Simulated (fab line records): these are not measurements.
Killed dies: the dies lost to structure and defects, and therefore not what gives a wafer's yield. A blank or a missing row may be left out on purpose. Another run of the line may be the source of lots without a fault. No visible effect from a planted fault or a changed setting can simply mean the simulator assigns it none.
A lot that was struck, set against a sound lot -- flow rit cmos -- 10 out of 202 route steps
Sound: the wafers L155.1, L155.2, L155.3. Wafers L165.2, L165.3, L165.6 were the ones struck. Last of all comes the cause.
At each step with rows: each side's tool, then ch and its chambers, then its first start. Under that, the readings that differ: sound wafers -- struck wafers -- difference of the means -- sigmas: that difference in standard deviations of wafers without a fault.
alike: readings with means less than 2 such deviations apart, plus words and numbers identical on both sides. not compared: withheld readings, readings lacking a value on some wafer, bounds such as >300 that could conceal the same value, and numbers that have no deviation in the record and whose values overlap.
Wherever a step has rows on one side only, a row that says differs or no value, or a row with sigmas, the two part there. When numbers do not overlap yet have no deviation, they are printed without sigmas and do not part them. Lack of a reading on every wafer of one side parts them only where that side has two or more wafers.

RIT_ACTIVE_BOW_MEAS_00:
  sound: film metro-03 at day 1 10:00; struck: film metro-02 at day 3 12:01
  alike: INCOMING_BOW
then, 1 step without rows for these wafers: RIT_ACTIVE_OXIDATION_01 (target thk 46.8 nm, ox time 3360 s).
RIT_ACTIVE_THK_MEAS_02:
  sound: film metro-04 at day 1 12:03; struck: film metro-04 at day 3 14:04
  alike: ACTIVE_OXIDE_THK
then, 1 step without rows for these wafers: RIT_ACTIVE_CVD_03 (deposits Si3N4 from SiH2Cl2/NH3, target thk 150 nm, time 1500 s).
RIT_ACTIVE_THK_MEAS_04:
  sound: film metro-02 at day 1 13:32; struck: film metro-02 at day 3 15:32
  alike: ACTIVE_NITRIDE_THK
then, 2 steps without rows for these wafers: RIT_ACTIVE_HMDS_05 (prime time 60 s); RIT_ACTIVE_COAT_06 (resist thk 1007 nm).
RIT_ACTIVE_SOFTBAKE_07: time 60 s.
  sound on litho track-02 ch 0, day 1 13:53; struck on litho track-04 ch 0, day 3 15:55
reading,sound,struck,difference,sigmas
heater power total W (W),34.48 34.46 34.60,34.10 34.19 34.04,-0.40,-8
plate temp C (C),90.29 89.84 90.17,89.33 89.37 89.24,-0.79,-7
  alike: chill plate temp C
then, 1 step without rows for these wafers: RIT_ACTIVE_EXPOSE_08 (exposes mask M1, target cd 1400 nm).
RIT_M1_PROBE_99:
  sound: prober-02 at day 3 09:44; struck: prober-01 at day 5 11:42
  alike: killed at contacts, killed at front end, killed dies, killed open, killed short

WHERE THEY PART
At RIT_ACTIVE_SOFTBAKE_07 and nowhere else, as far as this record goes. Later steps at which nothing parts them and some readings are alike: RIT_M1_PROBE_99.

WHY: what had been put in by the simulator
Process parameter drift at RIT_ACTIVE_SOFTBAKE_07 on litho track-04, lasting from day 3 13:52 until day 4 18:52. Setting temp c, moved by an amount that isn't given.
